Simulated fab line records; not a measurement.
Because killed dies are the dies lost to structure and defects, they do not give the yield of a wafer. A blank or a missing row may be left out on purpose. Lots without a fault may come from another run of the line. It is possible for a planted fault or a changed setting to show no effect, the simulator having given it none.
A lot that was struck, set against a sound lot | flow rit cmos | 18 out of 202 route steps
Sound: the wafers L146.3, L146.4, L146.5. Wafers struck: L153.1, L153.4, L153.5. At the end, the cause is stated.
Per side, at each step with rows, come the tool, then ch with its chambers, and then its first start. Under that, the readings that differ: sound wafers | struck wafers | difference of the means | sigmas: that difference in standard deviations of wafers without a fault.
alike: readings with means less than 2 such deviations apart, plus words and numbers identical on both sides. not compared: withheld readings, readings lacking a value on some wafer, bounds such as >300 that could conceal the same value, and numbers that have no deviation in the record and whose values overlap.
A row with sigmas, a row that says differs or no value, or rows on one side alone: a step with any of these is where the two part. When numbers do not overlap yet have no deviation, they are printed without sigmas and do not part them. Lack of a reading on every wafer of one side parts them only where that side has two or more wafers.

first, 1 step without rows for these wafers: RIT_CONTACT_HARDBAKE_10 (time 60 s).
RIT_CONTACT_ETCH_11: etches SiO2 in CHF3/CF4/Ar, stops on TiSi2, target depth 480 nm, time 320 s.
  sound on rie diel-03 ch 0,3, day 4 15:36; struck on rie diel-02 ch 0,1,3, day 6 04:03
  alike: drypump motor current A, oes product au, throttle valve pct
  not compared: rf hours counter h
RIT_CONTACT_STRIP_12: strips in O2, time 180 s.
  sound on plasma asher-02 ch 0,1, day 4 15:51; struck on plasma asher-01 ch 0,1, day 6 04:14
  alike: drypump motor current A
  not compared: rf hours counter h
RIT_CONTACT_CD_MEAS_90: target cd 1000 nm.
  struck on cd sem-01, day 6 04:25; sound on cd sem-01, day 4 16:01
  alike: cd nm
then, 2 steps without rows for these wafers: RIT_CONTACT_CLEAN_13 (cleans in SC1, time 600 s); RIT_CONTACT_CLEAN_14 (cleans in SC2, time 600 s).
RIT_M1_SPUTTER_00: material Al, target thk 400 nm, time 500 s.
  struck on pvd sputter-01, day 6 04:53; sound on pvd sputter-03, day 4 16:26
  alike: throttle valve pct
RIT_M1_RS_MEAS_01: uses a four-point probe to measure.
  struck on film metro-04, day 6 05:11; sound on film metro-02, day 4 16:46
  alike: M1_AL_RS
RIT_M1_THK_MEAS_02: measures by xrf.
  struck on film metro-04, day 6 05:18; sound on film metro-02, day 4 16:52
  alike: M1_AL_THK
then, 3 steps without rows for these wafers: RIT_M1_HMDS_03 (prime time 60 s); RIT_M1_COAT_04 (resist thk 1300 nm); RIT_M1_SOFTBAKE_05 (time 60 s).
RIT_M1_EXPOSE_06: exposes mask M12, target cd 2600 nm.
  sound on iline stepper-01 ch 0, day 4 17:24; struck on iline stepper-01 ch 0, day 6 05:49
  reading                    | sound                   | struck            | difference | sigmas
  model.M1.overlay x nm (nm) | -0.8026 -0.8026 -0.8026 | 359.6 359.6 359.6 | +360.4     |
  alike: mask, exposure dose mJ cm2, reticle temp C
then, 2 steps without rows for these wafers: RIT_M1_PEB_07; RIT_M1_DEVELOP_08 (develop time 68 s).
RIT_M1_CD_MEAS_09: target cd 2600 nm.
  struck on cd sem-01, day 6 06:14; sound on cd sem-01, day 4 17:50
  reading    | sound                | struck               | difference | sigmas
  cd nm (nm) | 2601.5 2601.1 2598.1 | 2605.9 2604.7 2603.5 | +4.5       | +2
RIT_M1_OVL_MEAS_10:
  struck on overlay-02, day 6 06:34; sound on overlay-02, day 4 17:55
  reading     | sound       | struck            | difference | sigmas
  M1_OVL (nm) | 0.9 0.0 0.9 | 359.3 358.5 359.5 | +358.5     | +99 or more
  not compared: hold
after that, 1 step had no rows for these wafers: RIT_M1_PROBE_99.

== WHERE THEY PART ==
First at RIT_M1_CD_MEAS_09; last, within this record, at RIT_M1_OVL_MEAS_10.

WHY: whatever the simulator had introduced
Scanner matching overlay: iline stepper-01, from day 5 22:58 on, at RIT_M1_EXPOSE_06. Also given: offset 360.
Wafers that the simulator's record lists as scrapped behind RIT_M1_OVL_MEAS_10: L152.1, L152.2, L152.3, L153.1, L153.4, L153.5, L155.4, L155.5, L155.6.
